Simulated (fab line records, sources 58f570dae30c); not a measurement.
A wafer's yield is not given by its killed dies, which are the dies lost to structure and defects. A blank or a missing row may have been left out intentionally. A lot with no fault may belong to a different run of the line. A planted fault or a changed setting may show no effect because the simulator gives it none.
Split-lot study	flow berkeley-cmos170	23 wafers read across 5 lots, on a route 331 steps long

ABOUT THE SPLIT
At UCB170_PVT_IMPLANT_07, the setting energy-kev was moved away from the recipe's 30 on 4 of the 23 wafers read, by -5.2% to +5.3%. This setting was run at the recipe's value on the other wafers.

Reading taken at the split's own step.

THE READING
The simulator's own value implant.drp-nm, read by no gauge, in nm at UCB170_PVT_IMPLANT_07. No usual value for it is given in the file.

wafer	tool, chamber at the split	energy-kev as run	against the recipe	implant.drp-nm, nm	against lot-mates on the recipe
L076.1	implanter-02, 0	30	recipe	16.56	-
L076.3	implanter-02, 0	30	recipe	16.56	-
L076.4	implanter-02, 0	30	recipe	16.56	-
L076.2	implanter-02, 0	28.45	-5.2%	16.04	-0.52
L076.5	implanter-02, 0	28.45	-5.2%	16.04	-0.52
L077.1	implanter-04, 0	31.58	+5.3%	17.29	+0.73
L077.4	implanter-04, 0	31.58	+5.3%	17.29	+0.73
L077.2	implanter-04, 0	30	recipe	16.56	-
L077.3	implanter-04, 0	30	recipe	16.56	-
L077.5	implanter-04, 0	30	recipe	16.56	-
L081.2	implanter-03, 0	30	recipe	16.56	-
L081.4	implanter-03, 0	30	recipe	16.56	-
L081.6	implanter-03, 0	30	recipe	16.56	-
L085.2	implanter-02, 0	30	recipe	16.56	-
L085.3	implanter-02, 0	30	recipe	16.56	-
L085.4	implanter-02, 0	30	recipe	16.56	-
L085.5	implanter-02, 0	30	recipe	16.56	-
L085.6	implanter-02, 0	30	recipe	16.56	-
L084.1	implanter-04, 0	30	recipe	16.56	-
L084.2	implanter-04, 0	30	recipe	16.56	-
L084.4	implanter-04, 0	30	recipe	16.56	-
L084.5	implanter-04, 0	30	recipe	16.56	-
L084.6	implanter-04, 0	30	recipe	16.56	-

THE FIT
A straight line over all 23 wafers: implant.drp-nm changes by +0.12 nm for each +1% of energy-kev; r = +0.99; the points scatter about the line by 0.039 nm.
The same after taking each lot's own level away (the mean of its wafers on the recipe; 23 wafers): +0.12 nm for each +1%; r = +0.99; scatter 0.039 nm.
That fit puts the effect of the largest move of energy-kev on the reading at 0.63 nm.
The lots' own levels span 16.560 to 16.560 nm.
So the lot-to-lot level changes the slope little: the two slopes agree.
Check: for one of the wafers moved furthest among these (+5.3%), held out of the fit, the line's prediction against its lot-mates is +0.615 nm. Against them it came out at +0.73 nm.

THE OTHER SPLITS THESE WAFERS WENT THROUGH
Note: prior to the reading, these wafers also went through further splits. Each is held against what the fit with the lots' levels taken away leaves over:
other split on the same wafers	wafers away from the commonest value	r with implant.drp-nm (lot level and that fit taken away)
UCB170_ZERO_STRIP_07 o2-flow-sccm	9	-0.04
UCB170_NWELL_CVD_04 temp-c	10	+0.35
UCB170_PWELL_OXIDATION_02 temp-c	10	+0.07
UCB170_PWELL_PEB_11 peb-temp-c	10	+0.19
UCB170_ACTIVE_OXIDATION_02 temp-c	15	+0.22
UCB170_ACTIVE_CVD_05 time-s	10	+0.35
UCB170_ACTIVE_ETCH_15 time-s	6	+0.11
UCB170_PFIELD_IMPLANT_07 energy-kev	8	+0.34

THE WHOLE CHAIN: every reading that the file lists as answering this split, in the file's order
step	what it does	reading	change (the file's fit)	r (the file's)
UCB170_PVT_IMPLANT_07		implant.rp-nm (the simulator's own value, which no gauge read)	+0.289 nm for each +1% of the setting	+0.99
UCB170_PVT_IMPLANT_07		implant.drp-nm (the simulator's own value, which no gauge read)	+0.12 nm for each +1% of the setting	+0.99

FILE'S OWN FIT
implant.drp-nm changes by +0.12 nm for each +1% of energy-kev, r = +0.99.
